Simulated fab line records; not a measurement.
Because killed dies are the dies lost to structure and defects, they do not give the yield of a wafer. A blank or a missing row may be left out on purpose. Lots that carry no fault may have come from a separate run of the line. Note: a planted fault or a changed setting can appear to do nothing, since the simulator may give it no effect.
fab line records	flow berkeley-cmos170
record lots=5	wafers=27
route steps=331 shown ACTIVE@75 SPACER@171 SILICIDE@211 V2@306 M3@327
start-h: hours from the record's opening day to when the first of the lot's shown wafers began	wait-h: hours elapsed since this lot's preceding step	" repeats the value in the row above	L1.1+2: several wafers, shown together as one row	- no value, or no start was given	* or withheld: withheld	< > ~ a bound
route shown NAME@n: a module of which the file shows steps, and the number in the route of the first	usual: the fault-free wafers' mean and standard deviation	same: alike in all rows	chamber/n: place in a boat	sites: each site's reading	_std_site: standard deviation across them	_edge_site: the outer-site mean with the inner-site mean subtracted	radius-mm: how far each site lies from the wafer's centre	mask NAME#n: copy n	behind: tool/chamber where the wafer was last shaped	hold: the reason the lot was held/the length of the hold in hours/how it ended	device: names the non-switching transistor (n, p or np)	end of line: tests of these same wafers at the route's end	a step without rows: its recipe alone	killed: count of dies lost to structure and defects at first sort (not the wafer's yield)	map: shows each die of a wafer: x if killed, . if not, _ if none is there
set.NAME: the run value of the setting; set.NAME@STEP: its run value at that earlier step	model.NAME: the simulator's own value behind a step, which no gauge read
lots with deliberately changed settings; one table per step, one row per wafer
## steps
# step UCB170_ACTIVE_ETCH_15
# recipe chemistry=CH3F/Ar/O2	target=Si3N4	stop-on=SiO2	CH3F_flow_sccm=20	Ar_flow_sccm=50	O2_flow_sccm=7	pressure-mtorr=50	rf-w=450	target-depth-a=2420	over-etch-frac=0.1	time-s=151
lot.wafer	tool	chamber	start-h	wait-h	set.target-depth-a	model.etch.depth-nm	model.KrF_of_ACTIVE_COAT_08.thk-nm	model.SiO2_of_ACTIVE_OXIDATION_02.thk-nm
L074.1	rie-diel-03	2	84.48	0.0	2420	219.2	720.4	22.43
L074.2	"	0	"	"	2420	219.4	733.1	23.54
L074.3	"	1	"	"	1117	108.9	813.4	24.72
L074.4	"	3	"	"	1117	110.8	810.9	24.46
L074.5	"	1	"	"	2420	219.7	727.6	23.16
L074.6	"	2	"	"	1117	113.3	812.8	24.65
L078.1	rie-diel-02	0	120.53	0.0	2420	220.6	718.1	22.33
L078.4	"	2	"	"	2420	221	721.8	22.45
L078.6	"	2	"	"	2420	219.1	721.4	22.35
L081.1	rie-diel-03	2	133.11	0.0	3056	223.3	670.6	11.59
L081.2	"	1	"	"	2420	221.2	719.1	22.56
L081.3	"	3	"	"	2420	221.4	718.4	21.85
L081.4	"	0	"	"	2420	220.2	723	22.32
L081.5	"	0	"	"	3056	222.3	681.6	12.92
L081.6	"	1	"	"	3056	222.4	676.4	12.16
L083.1	rie-diel-03	2	145.89	0.0	2420	218.9	725.6	21.86
L083.2	"	3	"	"	2420	220.9	725	21.3
L083.3	"	3	"	"	2025	204.8	749.7	22.81
L083.4	"	2	"	"	2420	219	724.2	21.79
L083.5	"	2	"	"	2025	206.5	750.8	22.62
L083.6	"	3	"	"	2025	202.6	748.7	23.04
L085.1	rie-diel-04	0	146.10	0.0	2420	219.9	724.6	22.12
L085.2	"	2	"	"	2420	218	729.4	22.72
L085.3	"	3	"	"	2420	217.6	721.4	20.88
L085.4	"	1	"	"	2420	217.9	718.7	21.61
L085.5	"	1	"	"	2420	219	720.1	21.27
L085.6	"	2	"	"	2420	218.7	728.8	22.01
# step UCB170_ACTIVE_STRIP_16
# recipe chemistry=O2	power-w=400	pressure-mtorr=3500	platen-temp-c=withheld	o2-flow-sccm=400	overash-fraction=0.5
# usual strip-time-to-endpoint-s=18.07/0.11
lot.wafer	tool	chamber	start-h	wait-h	set.target-depth-a@ACTIVE_ETCH_15	strip-time-to-endpoint-s
L074.1	plasma-asher-01	1	84.58	0.1	2420	17.99
L074.2	"	0	"	"	2420	18.31
L074.3	"	0	"	"	1117	20.21
L074.4	"	1	"	"	1117	20.16
L074.5	"	1	"	"	2420	18.17
L074.6	"	0	"	"	1117	20.22
L078.1	plasma-asher-01	1	120.63	0.1	2420	17.93
L078.4	"	1	"	"	2420	18.02
L078.6	"	1	"	"	2420	18.01
L081.1	plasma-asher-02	1	133.21	0.1	3056	16.78
L081.2	"	0	"	"	2420	17.94
L081.3	"	1	"	"	2420	17.94
L081.4	"	0	"	"	2420	18.04
L081.5	"	1	"	"	3056	17.07
L081.6	"	0	"	"	3056	16.93
L083.1	plasma-asher-02	0	146.04	0.1	2420	18.13
L083.2	"	1	"	"	2420	18.09
L083.3	"	0	"	"	2025	18.70
L083.4	"	1	"	"	2420	18.08
L083.5	"	1	"	"	2025	18.72
L083.6	"	0	"	"	2025	18.67
L085.1	plasma-asher-01	0	146.20	0.1	2420	18.10
L085.2	"	1	"	"	2420	18.19
L085.3	"	0	"	"	2420	18.03
L085.4	"	1	"	"	2420	17.94
L085.5	"	1	"	"	2420	17.98
L085.6	"	0	"	"	2420	18.20
# step UCB170_SPACER_CVD_00
# recipe material=SiO2	target-thk-nm=376	temp-c=390	precursor=TEOS/O2	time-s=47	rf-w=550	pressure-mtorr=9000
lot.wafer	tool	chamber	start-h	wait-h	set.time-s	model.SiO2_of_SPACER_CVD_00.thk-nm
L074.1	pecvd-04	0	149.15	0.0	47	370.4
L074.2	"	2	"	"	47	367.8
L074.3	"	1	"	"	47	371.1
L074.4	"	2	"	"	47	372.5
L074.5	"	0	"	"	47	378.5
L074.6	"	1	"	"	47	377.3
L078.1	pecvd-01	2	180.59	0.0	47	371.5
L078.4	"	1	"	"	47	380.6
L078.6	"	0	"	"	47	378.2
L081.1	pecvd-01	0	203.99	0.0	26.08	213.7
L081.2	"	1	"	"	26.08	216.9
L081.3	"	2	"	"	47	372
L081.4	"	2	"	"	47	377.9
L081.5	"	1	"	"	26.08	215.3
L081.6	"	0	"	"	47	387.1
L085.1	pecvd-01	1	211.11	0.0	47	371.4
L085.2	"	0	"	"	47	372.2
L085.3	"	2	"	"	47	362.2
L085.4	"	2	"	"	47	372.6
L085.5	"	1	"	"	47	373.6
L085.6	"	0	"	"	47	377.9
L083.1	pecvd-02	1	211.38	0.0	47	366.7
L083.2	"	0	"	"	47	374.5
L083.3	"	2	"	"	62.55	495.3
L083.4	"	0	"	"	62.55	504.8
L083.5	"	1	"	"	47	376.2
L083.6	"	2	"	"	62.55	503.6
# step UCB170_SPACER_THK_MEAS_01
# recipe reads=SiO2_of_SPACER_CVD_00
# usual SPACER_TEOS_THK=373/5.5
lot.wafer	tool	chamber	start-h	wait-h	set.time-s@SPACER_CVD_00	SPACER_TEOS_THK[nm]
L074.1	film-metro-02	-	149.19	0.0	47	370
L074.2	"	-	"	"	47	368
L074.3	"	-	"	"	47	371
L074.4	"	-	"	"	47	373
L074.5	"	-	"	"	47	378
L074.6	"	-	"	"	47	377
L078.1	film-metro-01	-	180.63	0.0	47	371
L078.4	"	-	"	"	47	381
L078.6	"	-	"	"	47	378
L081.1	film-metro-01	-	204.03	0.0	26.08	214
L081.2	"	-	"	"	26.08	217
L081.3	"	-	"	"	47	372
L081.4	"	-	"	"	47	378
L081.5	"	-	"	"	26.08	215
L081.6	"	-	"	"	47	387
L085.1	film-metro-02	-	211.15	0.0	47	371
L085.2	"	-	"	"	47	372
L085.3	"	-	"	"	47	362
L085.4	"	-	"	"	47	372
L085.5	"	-	"	"	47	374
L085.6	"	-	"	"	47	378
L083.1	film-metro-04	-	211.42	0.0	47	367
L083.2	"	-	"	"	47	375
L083.3	"	-	"	"	62.55	495
L083.4	"	-	"	"	62.55	505
L083.5	"	-	"	"	47	376
L083.6	"	-	"	"	62.55	504
# step UCB170_SPACER_ANNEAL_02
# recipe temp-c=900	time-s=1800	ambient=N2
# step UCB170_SPACER_ETCHBACK_03
# recipe stop-on=Si	target=SiO2	chemistry=CHF3/CF4/Ar	CHF3_flow_sccm=50	cf4-flow-sccm=10	Ar_flow_sccm=120	pressure-mtorr=200	rf-w=500	target-depth-a=3760	time-s=100
# usual oes-product-au=0.895/0.018
lot.wafer	tool	chamber	start-h	wait-h	set.time-s@SPACER_CVD_00	oes-product-au	model.etch.depth-nm
L074.1	rie-diel-01	2	153.37	0.1	47	0.894	370.4
L074.2	"	1	"	"	47	0.901	367.8
L074.3	"	0	"	"	47	0.889	371.1
L074.4	"	3	"	"	47	0.903	372.5
L074.5	"	1	"	"	47	0.920	378.5
L074.6	"	2	"	"	47	0.900	377.3
L078.1	rie-diel-01	0	189.60	0.0	47	0.888	371.5
L078.4	"	2	"	"	47	0.913	380.6
L078.6	"	1	"	"	47	0.923	378.2
L081.1	rie-diel-04	0	207.89	0.0	26.08	0.605	213.7
L081.2	"	3	"	"	26.08	0.636	216.9
L081.3	"	2	"	"	47	0.874	372
L081.4	"	1	"	"	47	0.889	377.9
L081.5	"	2	"	"	26.08	0.604	215.3
L081.6	"	3	"	"	47	0.941	387.1
L083.1	rie-diel-02	0	215.88	0.0	47	0.864	366.7
L083.2	"	3	"	"	47	0.906	374.5
L083.3	"	1	"	"	62.55	0.981	431.8
L083.4	"	2	"	"	62.55	1.002	430.9
L083.5	"	0	"	"	47	0.873	376.2
L083.6	"	3	"	"	62.55	0.986	422.2
L085.1	rie-diel-04	0	215.88	0.0	47	0.879	371.4
L085.2	"	3	"	"	47	0.924	372.2
L085.3	"	1	"	"	47	0.857	362.2
L085.4	"	2	"	"	47	0.880	372.6
L085.5	"	2	"	"	47	0.879	373.6
L085.6	"	3	"	"	47	0.928	377.9
# step UCB170_SILICIDE_SPUTTER_01
# recipe material=Ti	target-thk-nm=30	time-s=25	power-w=1500	chamber-pressure-pa=0.5
lot.wafer	tool	chamber	start-h	wait-h	set.time-s	model.Ti_of_SILICIDE_SPUTTER_01.thk-nm
L074.1	pvd-sputter-03	-	161.31	0.0	25	29.97
L074.2	"	-	"	"	13.39	15.12
L074.3	"	-	"	"	25	29.89
L074.4	"	-	"	"	13.39	15.04
L074.5	"	-	"	"	25	29.18
L074.6	"	-	"	"	13.39	15.05
L078.1	pvd-sputter-01	-	194.30	0.0	25	29.35
L078.4	"	-	"	"	25	29.54
L078.6	"	-	"	"	25	29.19
L081.1	pvd-sputter-04	-	216.06	0.0	25	29.35
L081.2	"	-	"	"	38.83	46.57
L081.3	"	-	"	"	38.83	46.13
L081.4	"	-	"	"	25	29.62
L081.5	"	-	"	"	25	29.6
L081.6	"	-	"	"	38.83	46.23
L085.1	pvd-sputter-04	-	221.76	0.0	25	29.98
L085.2	"	-	"	"	25	30.29
L085.3	"	-	"	"	25	30.05
L085.4	"	-	"	"	25	30.24
L085.5	"	-	"	"	25	29.86
L085.6	"	-	"	"	25	30.34
L083.1	pvd-sputter-03	-	222.33	0.0	20.83	25.21
L083.2	"	-	"	"	25	29.77
L083.3	"	-	"	"	20.83	24.68
L083.4	"	-	"	"	25	30.55
L083.5	"	-	"	"	20.83	24.93
L083.6	"	-	"	"	25	29.37
# step UCB170_SILICIDE_RS_MEAS_02
# recipe thk-meas-gauge=four-point-probe	reads=Ti_of_SILICIDE_SPUTTER_01
# usual SILICIDE_TI_RS=26.3/0.44
lot.wafer	tool	chamber	start-h	wait-h	set.time-s@SILICIDE_SPUTTER_01	SILICIDE_TI_RS[ohm/sq]
L074.1	film-metro-01	-	161.34	0.0	25	26.2
L074.2	"	-	"	"	13.39	59.5
L074.3	"	-	"	"	25	26.2
L074.4	"	-	"	"	13.39	60.1
L074.5	"	-	"	"	25	26.9
L074.6	"	-	"	"	13.39	59.8
L078.1	film-metro-02	-	194.33	0.0	25	26.8
L078.4	"	-	"	"	25	26.5
L078.6	"	-	"	"	25	26.9
L081.1	film-metro-02	-	216.09	0.0	25	26.8
L081.2	"	-	"	"	38.83	15.7
L081.3	"	-	"	"	38.83	15.8
L081.4	"	-	"	"	25	26.5
L081.5	"	-	"	"	25	26.5
L081.6	"	-	"	"	38.83	15.8
L085.1	film-metro-01	-	221.79	0.0	25	26.1
L085.2	"	-	"	"	25	25.9
L085.3	"	-	"	"	25	26.1
L085.4	"	-	"	"	25	25.9
L085.5	"	-	"	"	25	26.3
L085.6	"	-	"	"	25	25.8
L083.1	film-metro-02	-	222.36	0.0	20.83	32.1
L083.2	"	-	"	"	25	26.4
L083.3	"	-	"	"	20.83	32.9
L083.4	"	-	"	"	25	25.5
L083.5	"	-	"	"	20.83	32.5
L083.6	"	-	"	"	25	26.7
# step UCB170_SILICIDE_THK_MEAS_03
# recipe thk-meas-gauge=xrf	reads=Ti_of_SILICIDE_SPUTTER_01
# usual SILICIDE_TI_THK=29.6/0.48
lot.wafer	tool	chamber	start-h	wait-h	set.time-s@SILICIDE_SPUTTER_01	SILICIDE_TI_THK[nm]
L074.1	film-metro-01	-	161.46	0.1	25	29.5
L074.2	"	-	"	"	13.39	15.0
L074.3	"	-	"	"	25	29.5
L074.4	"	-	"	"	13.39	14.8
L074.5	"	-	"	"	25	28.7
L074.6	"	-	"	"	13.39	14.8
L078.1	film-metro-02	-	194.45	0.1	25	29.2
L078.4	"	-	"	"	25	29.2
L078.6	"	-	"	"	25	28.9
L081.1	film-metro-02	-	216.21	0.1	25	29.2
L081.2	"	-	"	"	38.83	46.3
L081.3	"	-	"	"	38.83	46.1
L081.4	"	-	"	"	25	29.4
L081.5	"	-	"	"	25	29.5
L081.6	"	-	"	"	38.83	46.2
L085.1	film-metro-01	-	221.91	0.1	25	29.8
L085.2	"	-	"	"	25	30.0
L085.3	"	-	"	"	25	29.9
L085.4	"	-	"	"	25	29.9
L085.5	"	-	"	"	25	29.6
L085.6	"	-	"	"	25	30.1
L083.1	film-metro-02	-	222.48	0.1	20.83	25.1
L083.2	"	-	"	"	25	29.7
L083.3	"	-	"	"	20.83	24.7
L083.4	"	-	"	"	25	30.6
L083.5	"	-	"	"	20.83	24.8
L083.6	"	-	"	"	25	29.4
# step UCB170_V2_ETCH_14
# recipe chemistry=CHF3/CF4/Ar	target=SiO2	stop-on=Al	CHF3_flow_sccm=45	cf4-flow-sccm=15	Ar_flow_sccm=150	pressure-mtorr=200	rf-w=700	target-depth-a=12500	over-etch-frac=0.25	time-s=291
lot.wafer	tool	chamber	start-h	wait-h	set.time-s	model.V2.feature-depth-nm	model.KrF_of_V2_COAT_07.thk-nm
L074.1	rie-diel-02	0	185.51	0.0	291	999.3	600.7
L074.2	"	1	"	"	412.5	1012	493
L074.3	"	2	"	"	412.5	1013	497.3
L074.4	"	3	"	"	291	1001	615.4
L074.5	"	0	"	"	412.5	1014	475.9
L074.6	"	1	"	"	291	996.3	605.4
L078.1	rie-diel-02	0	212.10	0.0	291	999.8	601.7
L078.4	"	1	"	"	291	998.4	612.7
L078.6	"	1	"	"	291	999.2	612.3
L081.1	rie-diel-02	1	233.11	0.0	291	999.1	612.9
L081.2	"	2	"	"	425.5	1015	489.4
L081.3	"	0	"	"	291	999.9	604.1
L081.4	"	3	"	"	291	1000	614.7
L081.5	"	2	"	"	425.5	1014	486.2
L081.6	"	3	"	"	425.5	1013	491.5
L085.1	rie-diel-02	0	239.57	0.0	136.6	596.1	763.2
L085.2	"	1	"	"	136.6	589.4	764.4
L085.3	"	3	"	"	291	1000	625.7
L085.4	"	2	"	"	291	1002	621.2
L085.5	"	0	"	"	136.6	596.1	761.3
L085.6	"	1	"	"	291	1002	618.7
L083.1	rie-diel-03	0	243.31	0.0	231.2	971.9	669.6
L083.2	"	3	"	"	291	999.7	607.1
L083.3	"	2	"	"	291	1001	603.7
L083.4	"	1	"	"	291	1001	606.2
L083.5	"	1	"	"	231.2	1002	663.1
L083.6	"	2	"	"	231.2	999.5	663.3
# step UCB170_V2_STRIP_15
# recipe chemistry=O2	power-w=400	pressure-mtorr=3500	platen-temp-c=withheld	o2-flow-sccm=400	overash-fraction=0.5
# usual strip-time-to-endpoint-s=15.28/0.15
lot.wafer	tool	chamber	start-h	wait-h	set.time-s@V2_ETCH_14	strip-time-to-endpoint-s
L074.1	plasma-asher-03	1	185.69	0.1	291	15.10
L074.2	"	0	"	"	412.5	12.54
L074.3	"	0	"	"	412.5	12.64
L074.4	"	1	"	"	291	15.43
L074.5	"	0	"	"	412.5	12.15
L074.6	"	1	"	"	291	15.20
L078.1	plasma-asher-02	0	212.27	0.1	291	15.11
L078.4	"	1	"	"	291	15.37
L078.6	"	0	"	"	291	15.35
L081.1	plasma-asher-03	0	233.29	0.1	291	15.39
L081.2	"	1	"	"	425.5	12.46
L081.3	"	0	"	"	291	15.17
L081.4	"	1	"	"	291	15.42
L081.5	"	0	"	"	425.5	12.39
L081.6	"	1	"	"	425.5	12.51
L085.1	plasma-asher-04	0	239.75	0.1	136.6	18.90
L085.2	"	1	"	"	136.6	18.93
L085.3	"	0	"	"	291	15.66
L085.4	"	1	"	"	291	15.58
L085.5	"	1	"	"	136.6	18.87
L085.6	"	0	"	"	291	15.51
L083.1	plasma-asher-04	0	243.49	0.1	231.2	16.66
L083.2	"	1	"	"	291	15.23
L083.3	"	0	"	"	291	15.16
L083.4	"	1	"	"	291	15.21
L083.5	"	1	"	"	231.2	16.51
L083.6	"	0	"	"	231.2	16.50
# step UCB170_M3_METAL_ETCH_18
# recipe chemistry=Cl2/BCl3	target=Al	stop-on=SiO2	pressure-mtorr=12	target-depth-a=11700	over-etch-frac=0.3	time-s=195	icp-w=600	bias-w=120	Cl2_flow_sccm=90	bcl3-flow-sccm=45
# usual oes-product-au=0.854/0.01
lot.wafer	tool	chamber	start-h	wait-h	set.target-depth-a	oes-product-au	model.KrF_of_M3_COAT_10.thk-nm
L074.1	rie-metal-03	1	188.68	-	7533	1.010	443.2
L074.2	"	0	"	"	11700	0.854	213.2
L074.3	"	1	"	"	7533	1.003	444.4
L074.4	"	0	"	"	7533	0.996	455.2
L074.5	"	0	"	"	11700	0.846	208.7
L074.6	"	1	"	"	11700	0.836	198.7
L078.1	rie-metal-04	1	216.88	-	11700	0.852	212
L078.4	"	0	"	"	11700	0.863	231
L078.6	"	0	"	"	11700	0.869	229.4
L081.1	rie-metal-01	0	237.57	-	9507	0.946	342.2
L081.2	"	1	"	"	9507	0.985	331.9
L081.3	"	1	"	"	11700	0.864	209.5
L081.4	"	0	"	"	9507	0.947	346
L081.5	"	0	"	"	11700	0.850	219.6
L081.6	"	1	"	"	11700	0.858	211
L085.1	rie-metal-01	1	242.62	-	18030	0.696	0
L085.2	"	0	"	"	11700	0.849	214
L085.3	"	1	"	"	18030	0.698	0
L085.4	"	0	"	"	11700	0.839	216
L085.5	"	1	"	"	11700	0.873	209.4
L085.6	"	0	"	"	18030	0.676	0
L083.1	rie-metal-03	1	245.98	-	11700	0.849	203.6
L083.2	"	0	"	"	11700	0.866	212.8
L083.3	"	0	"	"	11700	0.869	201
L083.4	"	1	"	"	11700	0.852	206.3
L083.5	"	0	"	"	11700	0.856	208.5
L083.6	"	1	"	"	11700	0.857	200.6
# step UCB170_M3_STRIP_19
# recipe chemistry=O2	power-w=400	pressure-mtorr=3500	platen-temp-c=withheld	o2-flow-sccm=400	overash-fraction=0.5
# usual oes-product-au=0.541/0.014
lot.wafer	tool	chamber	start-h	wait-h	set.target-depth-a@M3_METAL_ETCH_18	oes-product-au
L074.1	plasma-asher-01	0	188.87	0.1	7533	0.729
L074.2	"	1	"	"	11700	0.542
L074.3	"	1	"	"	7533	0.725
L074.4	"	0	"	"	7533	0.721
L074.5	"	1	"	"	11700	0.546
L074.6	"	0	"	"	11700	0.534
L078.1	plasma-asher-01	1	217.06	0.1	11700	0.543
L078.4	"	0	"	"	11700	0.566
L078.6	"	1	"	"	11700	0.564
L081.1	plasma-asher-01	1	237.76	0.1	9507	0.678
L081.2	"	0	"	"	9507	0.666
L081.3	"	1	"	"	11700	0.542
L081.4	"	0	"	"	9507	0.683
L081.5	"	0	"	"	11700	0.556
L081.6	"	1	"	"	11700	0.540
L085.1	plasma-asher-01	1	242.81	0.1	18030	0.313
L085.2	"	0	"	"	11700	0.544
L085.3	"	1	"	"	18030	0.316
L085.4	"	0	"	"	11700	0.552
L085.5	"	0	"	"	11700	0.532
L085.6	"	1	"	"	18030	0.317
L083.1	plasma-asher-01	1	246.17	0.1	11700	0.530
L083.2	"	0	"	"	11700	0.546
L083.3	"	0	"	"	11700	0.529
L083.4	"	1	"	"	11700	0.543
L083.5	"	1	"	"	11700	0.541
L083.6	"	0	"	"	11700	0.540
# step UCB170_M3_CD_MEAS_90
# recipe target-cd-nm=700
# usual cd-nm=699/4.9
lot.wafer	tool	chamber	start-h	wait-h	set.target-depth-a@M3_METAL_ETCH_18	cd-nm
L074.1	cd-sem-02	-	188.97	0.1	7533	723
L074.2	"	-	"	"	11700	705
L074.3	"	-	"	"	7533	718
L074.4	"	-	"	"	7533	724
L074.5	"	-	"	"	11700	709
L074.6	"	-	"	"	11700	704
L078.1	cd-sem-01	-	217.25	0.2	11700	689
L078.4	"	-	"	"	11700	698
L078.6	"	-	"	"	11700	697
L081.1	cd-sem-01	-	237.86	0.1	9507	707
L081.2	"	-	"	"	9507	704
L081.3	"	-	"	"	11700	696
L081.4	"	-	"	"	9507	705
L081.5	"	-	"	"	11700	697
L081.6	"	-	"	"	11700	694
L085.1	cd-sem-01	-	242.91	0.1	18030	673
L085.2	"	-	"	"	11700	699
L085.3	"	-	"	"	18030	674
L085.4	"	-	"	"	11700	695
L085.5	"	-	"	"	11700	698
L085.6	"	-	"	"	18030	673
L083.1	cd-sem-01	-	246.27	0.1	11700	698
L083.2	"	-	"	"	11700	704
L083.3	"	-	"	"	11700	705
L083.4	"	-	"	"	11700	696
L083.5	"	-	"	"	11700	704
L083.6	"	-	"	"	11700	697
# step UCB170_M3_PROBE_99
lot.wafer	tool	chamber	start-h	wait-h	set.time-s@SPACER_CVD_00	model.etest.pldd.rs-ohm-sq
L074.1	prober-02	-	189.21	0.1	47	1107
L074.2	prober-02	-	189.26	0.1	47	1042
L074.3+4+6	prober-02	-	189.31	0.2	47	-
L074.5	prober-02	-	189.41	0.2	47	1099
L078.1	prober-01	-	217.49	0.1	47	1115
L078.4	prober-01	-	217.64	0.2	47	1111
L078.6	prober-01	-	217.74	0.2	47	1126
L081.1	prober-02	-	238.10	0.1	26.08	31.68
L081.2	prober-02	-	238.15	0.1	26.08	3.176
L081.3	prober-02	-	238.20	0.2	47	1120
L081.4	prober-02	-	238.25	0.2	47	1162
L081.5	prober-02	-	238.30	0.2	26.08	6.729
L081.6	prober-02	-	238.35	0.2	47	1159
L085.1	prober-01	-	243.15	0.1	47	1083
L085.2	prober-01	-	243.20	0.1	47	1104
L085.3	prober-01	-	243.25	0.2	47	1021
L085.4	prober-01	-	243.30	0.2	47	1094
L085.5	prober-01	-	243.35	0.2	47	1088
L085.6	prober-01	-	243.40	0.2	47	1110
L083.1	prober-01	-	246.51	0.1	47	851.6
L083.2	prober-01	-	246.56	0.1	47	1123
L083.3	prober-01	-	246.61	0.2	62.55	1128
L083.4	prober-01	-	246.66	0.2	62.55	1113
L083.5	prober-01	-	246.71	0.2	47	-
L083.6	prober-01	-	246.76	0.2	62.55	-
# killed by level:class
L078.1 ACTIVE:geometric-particle:open=1 FIELD:geometric-particle:open=1 FIELD:geometric-particle:short=1 SACOX:geometric-particle:short=1
L078.4 FIELD:geometric-particle:open=1 SPACER:geometric-particle:short=1 V1:geometric-particle:open=1
L078.6 GATE:geometric-particle:short=2 SILICIDE:geometric-particle:short=1
## key
split step=UCB170_ACTIVE_ETCH_15	setting=target-depth-a	stated=2420	by=wafer
response step=UCB170_ACTIVE_ETCH_15	reading=model.etch.depth-nm	change=+1.59	per=1%	r=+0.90
response step=UCB170_ACTIVE_ETCH_15	reading=model.KrF_of_ACTIVE_COAT_08.thk-nm	change=-1.6	per=1%	r=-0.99
response step=UCB170_ACTIVE_ETCH_15	reading=model.SiO2_of_ACTIVE_OXIDATION_02.thk-nm	shape=bent	at-lowest=24.61	at-stated=22.14	at-highest=12.22
response step=UCB170_ACTIVE_STRIP_16	reading=strip-time-to-endpoint-s	change=*	per=1%	r=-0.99
split step=UCB170_SPACER_CVD_00	setting=time-s	stated=47	by=wafer
response step=UCB170_SPACER_CVD_00	reading=model.SiO2_of_SPACER_CVD_00.thk-nm	change=+3.75	per=1%	r=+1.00
response step=UCB170_SPACER_THK_MEAS_01	reading=SPACER_TEOS_THK	change=+3.75	per=1%	r=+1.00
response step=UCB170_SPACER_ETCHBACK_03	reading=oes-product-au	change=+0.00531	per=1%	r=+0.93
response step=UCB170_SPACER_ETCHBACK_03	reading=model.etch.depth-nm	change=+2.97	per=1%	r=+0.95
response step=UCB170_M3_PROBE_99	reading=model.etest.pldd.rs-ohm-sq	shape=bent	at-lowest=13.86	at-stated=1089	at-highest=1121
split step=UCB170_SILICIDE_SPUTTER_01	setting=time-s	stated=25	by=wafer
response step=UCB170_SILICIDE_SPUTTER_01	reading=model.Ti_of_SILICIDE_SPUTTER_01.thk-nm	change=+0.307	per=1%	r=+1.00
response step=UCB170_SILICIDE_RS_MEAS_02	reading=SILICIDE_TI_RS	shape=bent	at-lowest=59.8	at-stated=26.3	at-highest=15.8
response step=UCB170_SILICIDE_THK_MEAS_03	reading=SILICIDE_TI_THK	change=+0.306	per=1%	r=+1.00
split step=UCB170_V2_ETCH_14	setting=time-s	stated=291	by=wafer
response step=UCB170_V2_ETCH_14	reading=model.V2.feature-depth-nm	shape=bent	at-lowest=593.9	at-stated=999.8	at-highest=1014
response step=UCB170_V2_ETCH_14	reading=model.KrF_of_V2_COAT_07.thk-nm	change=-2.71	per=1%	r=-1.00
response step=UCB170_V2_STRIP_15	reading=strip-time-to-endpoint-s	change=*	per=1%	r=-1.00
split step=UCB170_M3_METAL_ETCH_18	setting=target-depth-a	stated=11700	by=wafer
response step=UCB170_M3_METAL_ETCH_18	reading=oes-product-au	change=-0.0036	per=1%	r=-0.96
response step=UCB170_M3_METAL_ETCH_18	reading=model.KrF_of_M3_COAT_10.thk-nm	change=-4.94	per=1%	r=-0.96
response step=UCB170_M3_STRIP_19	reading=oes-product-au	change=-0.00468	per=1%	r=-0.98
response step=UCB170_M3_CD_MEAS_90	reading=cd-nm	change=-0.442	per=1%	r=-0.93
